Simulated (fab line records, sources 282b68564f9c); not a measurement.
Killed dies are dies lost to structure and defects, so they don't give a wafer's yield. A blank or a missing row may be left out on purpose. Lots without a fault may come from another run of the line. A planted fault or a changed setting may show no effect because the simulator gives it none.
Which tool did it? | flow rit_cmos | 8 lots, 24 wafers sampled, at 2 steps of a route of 202

WHAT THE GAUGES READ, wafer by wafer
RIT_PLDD_OVL_MEAS_06.
lot  | measured    | on         | PLDD_OVL (nm)
L161 | day 3 03:11 | overlay-01 | 0.7 0.7 -1.4
L166 | day 4 03:17 | overlay-02 | -0.7 -0.5 -1.6
L168 | day 4 14:46 | overlay-02 | -1.1 -1.4 -0.4
L170 | day 4 23:32 | overlay-02 | -151.5 -150.6 -150.8
L172 | day 5 11:25 | overlay-02 | 0.8 1.2 0.6
L174 | day 5 22:24 | overlay-02 | 0.4 -1.6 0.4
L180 | day 7 04:46 | overlay-02 | -0.1 1.2 0.1
L182 | day 7 11:53 | overlay-02 | -0.1 -0.1 1.3

WHICH TOOL RAN EACH LOT (tool, then ch and the chambers of the sampled wafers, then the start)
lot  | RIT_PLDD_EXPOSE_03
L161 | iline_stepper-01 ch 0, day 3 02:49
L166 | iline_stepper-01 ch 0, day 4 02:53
L168 | iline_stepper-01 ch 0, day 4 14:24
L170 | iline_stepper-02 ch 0, day 4 23:09
L172 | iline_stepper-01 ch 0, day 5 11:02
L174 | iline_stepper-01 ch 0, day 5 22:00
L180 | iline_stepper-01 ch 0, day 7 04:22
L182 | iline_stepper-01 ch 0, day 7 11:31
- RIT_PLDD_EXPOSE_03: exposes mask M8, target cd 40900 nm.

THE ANSWER, worked out from the rows above alone
Rule: what is usual is taken from the lots themselves. Put in order of their means at a reading, lots are off if they are a third of the lots or fewer, leave a main group of 4 or more, and stand apart from it by a gap of 3 or more times the standard deviation of the main group's means; of several such gaps the widest counts. A main group whose means are all the same, to the digits that the tables above print for the reading, isn't used. A lot without any number at a reading at which 4 lots or more have one is off too. The other lots that the step has rows for count as sound.
Off: L170, at RIT_PLDD_OVL_MEAS_06 (PLDD_OVL). The main group: mean -0.1 nm, standard deviation 0.64.
A tool fits if, at a process step before that reading, it ran every lot that is off, and no sound lot after the first of them. The gauges at RIT_PLDD_OVL_MEAS_06 are tried like those tools. One fits: iline_stepper-02 at RIT_PLDD_EXPOSE_03. It ran no sound lot before its first lot that is off in this sample, so the start can't be narrowed down.

WHAT THE SIMULATOR HAD PUT IN
Scanner matching overlay: iline_stepper-02, from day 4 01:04 on, at RIT_PLDD_EXPOSE_03. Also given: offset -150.
Lots struck among those shown: L170. The rule above found the same.
